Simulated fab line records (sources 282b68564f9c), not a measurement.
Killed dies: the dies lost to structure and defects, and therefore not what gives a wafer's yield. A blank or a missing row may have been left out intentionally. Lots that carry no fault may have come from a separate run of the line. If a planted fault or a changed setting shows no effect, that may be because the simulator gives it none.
One fault through the eyes of 2 desks | flow rit_cmos | what lay behind the numbers comes last; until then each desk has only its own

## TOOL OWNER'S DESK, furnace-04
The tool's own readings at RIT_ACTIVE_OXIDATION_01 (target thk 46.8 nm, ox time 3360 s): means of the sampled wafers that have a number, for each lot that ran on this tool. Marked OUT: a lot whose mean sits more than 4 standard deviations from the usual mean, which makes it out of limits; the brackets give that distance.
Columns: A = ox_temp_c at RIT_ACTIVE_OXIDATION_01, usual 1000.0 C; B = spike_tc_source_C at RIT_ACTIVE_OXIDATION_01, usual 1023.8 C; C = tube_center_temp_C at RIT_ACTIVE_OXIDATION_01, usual 999.99 C; D = zone_power_load_pct at RIT_ACTIVE_OXIDATION_01, usual 34.2 %
lot  | first seen here | A      | B      | C       | D
L108 | day 1 15:07     | 1000.1 | 1026.1 | 1000.10 | 33.7
L109 | day 1 20:55     | 999.5  | 1024.9 | 1000.06 | 33.9
L110 | day 2 02:58     | 1000.4 | 1026.6 | 1000.06 | 33.9
L111 | day 2 07:34     | 1000.6 | 1026.7 | 999.97  | 33.9
L126 | day 5 09:07     | 999.8  | 1025.4 | 1000.00 | 34.0
L129 | day 6 00:07     | 1000.3 | 1026.6 | 999.88  | 33.9
This desk found nothing out of limits on any of the 6 lots.

## THE METROLOGY DESK
What the gauges read, lot by lot, whatever tool the lot ran on: means of the sampled wafers that have a number. Marked OUT: a lot whose mean sits more than 4 standard deviations from the usual mean, which makes it out of limits; the brackets give that distance.
Columns: A = ACTIVE_OXIDE_THK at RIT_ACTIVE_THK_MEAS_02, usual 46.8 nm; B = ACTIVE_NITRIDE_THK at RIT_ACTIVE_THK_MEAS_04, usual 149.2 nm; C = NRETRO_TW at RIT_NRETRO_TW_MEAS_10, usual 1069
lot  | first seen here | A               | B     | C
L108 | day 1 17:04     | 45.5            | 148.1 | 1078
L109 | day 1 22:51     | 46.3            | 149.6 | 1073
L110 | day 2 04:55     | 51.4 (+4.2) OUT | 147.6 | 1078
L111 | day 2 09:31     | 53.8 (+6.3) OUT | 146.7 | 1069
L119 | day 4 00:52     | 46.0            | 151.1 | 1049
L120 | day 4 05:03     | 45.4            | 146.7 | 1076
L121 | day 4 10:04     | 45.7            | 150.1 | 1051
L122 | day 4 16:00     | 46.3            | 150.5 | 1069
L124 | day 5 01:03     | 47.2            | 148.3 | 1070
L125 | day 5 06:03     | 46.7            | 150.0 | 1052
L126 | day 5 11:04     | 48.3            | 151.7 | 1076
L128 | day 5 21:49     | 46.1            | 148.0 | 1073
L129 | day 6 02:04     | 46.1            | 148.1 | 1054
L130 | day 6 07:03     | 47.0            | 149.0 | 1047
This desk's result: L110, L111 out of limits, first on L110 (ACTIVE_OXIDE_THK at RIT_ACTIVE_THK_MEAS_02), day 2 04:55. Within limits: L108, L109, L119, L120, L121, L122, L124, L125, L126, L128, L129, L130.

## PUT TOGETHER
On L110, L111, the metrology desk was in a position to raise an alarm at day 2 04:55.
Nothing out of limits was seen by the tool owner's desk.
The tool owner's desk has L110, L111 on record, within its limits.
Of the lots named, all ran RIT_ACTIVE_OXIDATION_01 on furnace-04.

## WHAT HAD BEEN PUT IN BY THE SIMULATOR
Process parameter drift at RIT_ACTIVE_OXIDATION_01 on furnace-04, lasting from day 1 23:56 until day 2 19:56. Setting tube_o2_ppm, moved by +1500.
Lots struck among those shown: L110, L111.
Per desk, hours elapsed from the start of the fault to the first reading out of limits: for the metrology desk, 5.
